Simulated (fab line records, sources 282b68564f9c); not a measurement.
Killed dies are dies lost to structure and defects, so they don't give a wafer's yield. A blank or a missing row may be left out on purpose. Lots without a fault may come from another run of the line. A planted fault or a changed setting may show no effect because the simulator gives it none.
A struck lot beside a sound one | flow rit_cmos | 21 steps out of a route of 202
Sound: wafers L490.1, L490.3, L490.6. Struck: wafers L495.3, L495.4, L495.5. The cause comes at the end.
At each step with rows: each side's tool, then ch and its chambers, then its first start. Under that, the readings that differ: sound wafers | struck wafers | difference of the means | sigmas: that difference in standard deviations of wafers without a fault.
alike: readings whose means differ by less than 2 such deviations, and words and numbers that are the same on both sides. not compared: withheld readings, readings that some wafer has no value for, bounds like >300 that may hide the same value, and numbers for which the record gives no deviation and whose values overlap.
The two part at a step that has a row with sigmas, a row that says differs or no value, or rows on one side only. Numbers that don't overlap but have no deviation are shown without sigmas and don't part them. A reading that every wafer of one side lacks parts them only if that side has two wafers or more.

RIT_GATE_CD_MEAS_16: target cd 150 nm.
  sound on cd_sem-02, day 2 23:35; struck on cd_sem-01, day 4 04:09
  alike: cd_nm
RIT_GATE_OVL_MEAS_17:
  sound on overlay-01, day 2 23:42; struck on overlay-01, day 4 04:14
  alike: GATE_OVL
then, 1 step without rows for these wafers: RIT_GATE_HARDBAKE_18 (time 60 s).
RIT_GATE_ETCH_19: etches poly-Si in SF6/CHF3/O2, stops on SiO2, time 165 s, target depth 312.5 nm.
  sound on rie_si-01 ch 0,1,3, day 2 23:53; struck on rie_si-02 ch 0,1,3, day 4 04:25
  alike: chamber_pressure_mTorr, drypump_motor_current_A, oes_product_au, throttle_valve_pct
  not compared: rf_hours_counter_h
RIT_GATE_STRIP_20: strips in O2, time 180 s.
  sound on plasma_asher-03 ch 1, day 2 23:59; struck on plasma_asher-01 ch 0,1, day 4 04:35
  alike: chamber_pressure_mTorr, drypump_motor_current_A, rf_refl_power_W
  not compared: rf_hours_counter_h
RIT_GATE_CD_MEAS_90: target cd 150 nm.
  sound on cd_sem-01, day 3 00:10; struck on cd_sem-01, day 4 04:44
  alike: cd_nm
then, 4 steps without rows for these wafers: RIT_REOX_CLEAN_00 (cleans in SC1, time 600 s); RIT_REOX_CLEAN_01 (cleans in dHF, time 30 s); RIT_REOX_CLEAN_02 (cleans in SC2, time 600 s); RIT_REOX_OXIDATION_03 (target thk 25.2 nm, ox time 5580 s).
RIT_REOX_THK_MEAS_04:
  sound on film_metro-01, day 3 05:08; struck on film_metro-01, day 4 09:03
  alike: REOX_OXIDE_THK
then, 1 step without rows for these wafers: RIT_NLDD_HMDS_00 (prime time 60 s).
RIT_NLDD_COAT_01: resist thk 1000 nm.
  sound on litho_track-03 ch 0, day 3 05:21; struck on litho_track-02 ch 0, day 4 09:17
  reading                                   | sound          | struck         | difference | sigmas
  model.NOVOLAK_of_NLDD_COAT_01.thk_nm (nm) | 1003 1004 1004 | 1081 1085 1085 | +80        |
  alike: resist_line_temp_C
then, 4 steps without rows for these wafers: RIT_NLDD_SOFTBAKE_02 (time 60 s); RIT_NLDD_EXPOSE_03 (exposes mask M7, target cd 40700 nm); RIT_NLDD_PEB_04; RIT_NLDD_DEVELOP_05 (develop time 50 s).
RIT_NLDD_OVL_MEAS_06:
  sound on overlay-01, day 3 06:11; struck on overlay-01, day 4 09:57
  alike: NLDD_OVL
RIT_NLDD_HARDBAKE_07: time 60 s.
  sound on litho_track-02 ch 0, day 3 06:13; struck on litho_track-02 ch 0, day 4 10:01
  reading                                   | sound             | struck          | difference | sigmas
  model.NOVOLAK_of_NLDD_COAT_01.thk_nm (nm) | 886.8 887.1 887.7 | 954.3 957.7 958 | +69.5      |
  alike: resist_line_temp_C
then, 1 step without rows for these wafers: RIT_NLDD_IMPLANT_08.
RIT_M1_PROBE_99:
  sound on prober-02, day 3 23:14; struck on prober-01, day 5 01:54
  reading             | sound | struck | difference | sigmas
  killed_at_front_end | 2 2 2 | 6 6 11 | +6         | +2
  killed_open         | 0 0 0 | 4 3 6  | +4         | +2
  alike: killed_at_contacts, killed_dies, killed_short
  not compared: model.etest.nplus_sal.width_nm, model.etest.pplus_sal.width_nm

WHERE THEY PART
Only at RIT_M1_PROBE_99, within this record.

WHY: what the simulator had put in
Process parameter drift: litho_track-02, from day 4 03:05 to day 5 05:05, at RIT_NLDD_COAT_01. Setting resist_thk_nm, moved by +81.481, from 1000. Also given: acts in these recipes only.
